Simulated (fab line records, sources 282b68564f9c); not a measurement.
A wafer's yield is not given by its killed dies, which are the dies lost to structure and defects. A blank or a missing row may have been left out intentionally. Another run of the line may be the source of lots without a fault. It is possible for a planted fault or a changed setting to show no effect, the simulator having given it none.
The tool behind it: which one? || flow rit_cmos || 7 lots, 21 wafers sampled, at 3 steps of a route of 202

WHAT THE GAUGES SHOWED, per wafer
RIT_WELLDRIVE_RS_MEAS_02: a four-point-probe measurement.
{"lot": "L680", "measured": "day 2 14:56", "on": "film_metro-04", "PWELL_RS (ohm/sq)": "431.4 429.9 431.3"}
{"lot": "L684", "measured": "day 3 06:52", "on": "film_metro-02", "PWELL_RS (ohm/sq)": "426.9 427.4 427.4"}
{"lot": "L688", "measured": "day 4 01:17", "on": "film_metro-03", "PWELL_RS (ohm/sq)": "431.5 431.3 430.6"}
{"lot": "L691", "measured": "day 4 16:56", "on": "film_metro-03", "PWELL_RS (ohm/sq)": "430.5 427.9 427.8"}
{"lot": "L695", "measured": "day 5 11:51", "on": "film_metro-03", "PWELL_RS (ohm/sq)": "415.6 414.5 414.1"}
{"lot": "L697", "measured": "day 5 22:01", "on": "film_metro-04", "PWELL_RS (ohm/sq)": "414.2 414.2 414.5"}
{"lot": "L701", "measured": "day 6 18:21", "on": "film_metro-04", "PWELL_RS (ohm/sq)": "431.5 430.9 430.3"}

WHICH TOOL RAN EACH LOT (tool, then ch and the chambers of the sampled wafers, then the start)
{"lot": "L680", "RIT_ACTIVE_STRIP_14": "plasma_asher-02 ch 0,1, day 1 21:16", "RIT_PWELL_IMPLANT_08": "implanter-02 ch 0, day 2 08:43"}
{"lot": "L684", "RIT_ACTIVE_STRIP_14": "plasma_asher-03 ch 0,1, day 2 16:50", "RIT_PWELL_IMPLANT_08": "implanter-02 ch 0, day 3 00:43"}
{"lot": "L688", "RIT_ACTIVE_STRIP_14": "plasma_asher-01 ch 0,1, day 3 11:50", "RIT_PWELL_IMPLANT_08": "implanter-02 ch 0, day 3 19:10"}
{"lot": "L691", "RIT_ACTIVE_STRIP_14": "plasma_asher-02 ch 0,1, day 4 02:50", "RIT_PWELL_IMPLANT_08": "implanter-01 ch 0, day 4 10:16"}
{"lot": "L695", "RIT_ACTIVE_STRIP_14": "plasma_asher-03 ch 0,1, day 4 23:02", "RIT_PWELL_IMPLANT_08": "implanter-02 ch 0, day 5 06:10"}
{"lot": "L697", "RIT_ACTIVE_STRIP_14": "plasma_asher-02 ch 0,1, day 5 08:58", "RIT_PWELL_IMPLANT_08": "implanter-02 ch 0, day 5 16:22"}
{"lot": "L701", "RIT_ACTIVE_STRIP_14": "plasma_asher-03 ch 0,1, day 6 04:55", "RIT_PWELL_IMPLANT_08": "implanter-04 ch 0, day 6 12:23"}
- RIT_ACTIVE_STRIP_14: strips in O2, time 180 s.
- RIT_PWELL_IMPLANT_08

THE ANSWER, worked out from the rows above alone
Rule: what is usual is taken from the lots themselves. The widest of any qualifying gaps counts: lots, ordered by their means at a reading, are off when they make up no more than a third of the lots, leave a main group of 4 or more, and stand apart from it by 3 or more times the standard deviation of that group's means. A main group whose means are all the same, to the digits that the tables above print for the reading, isn't used. Also off: a lot with no number at a reading for which 4 or more lots have one. Any other lot the step has rows for is counted as sound.
Off: L695, L697, at RIT_WELLDRIVE_RS_MEAS_02 (PWELL_RS). For the main group the mean is 429.8 ohm/sq and the standard deviation 1.5.
A tool fits if, at a process step before that reading, it ran every lot that is off, and no sound lot after the first of them. Those tools and the gauges at RIT_WELLDRIVE_RS_MEAS_02 are tried in the same way. One candidate fits, namely implanter-02 at RIT_PWELL_IMPLANT_08. A fault onset in the window from L688 (day 3 19:10, its last sound lot) to L695 (day 5 06:10, its first lot off) fits.

WHAT THE SIMULATOR PUT IN
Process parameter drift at RIT_PWELL_IMPLANT_08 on implanter-02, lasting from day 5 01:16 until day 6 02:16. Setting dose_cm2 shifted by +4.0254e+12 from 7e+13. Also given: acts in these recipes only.
Lots struck among those shown: L695, L697. The rule above found the same.
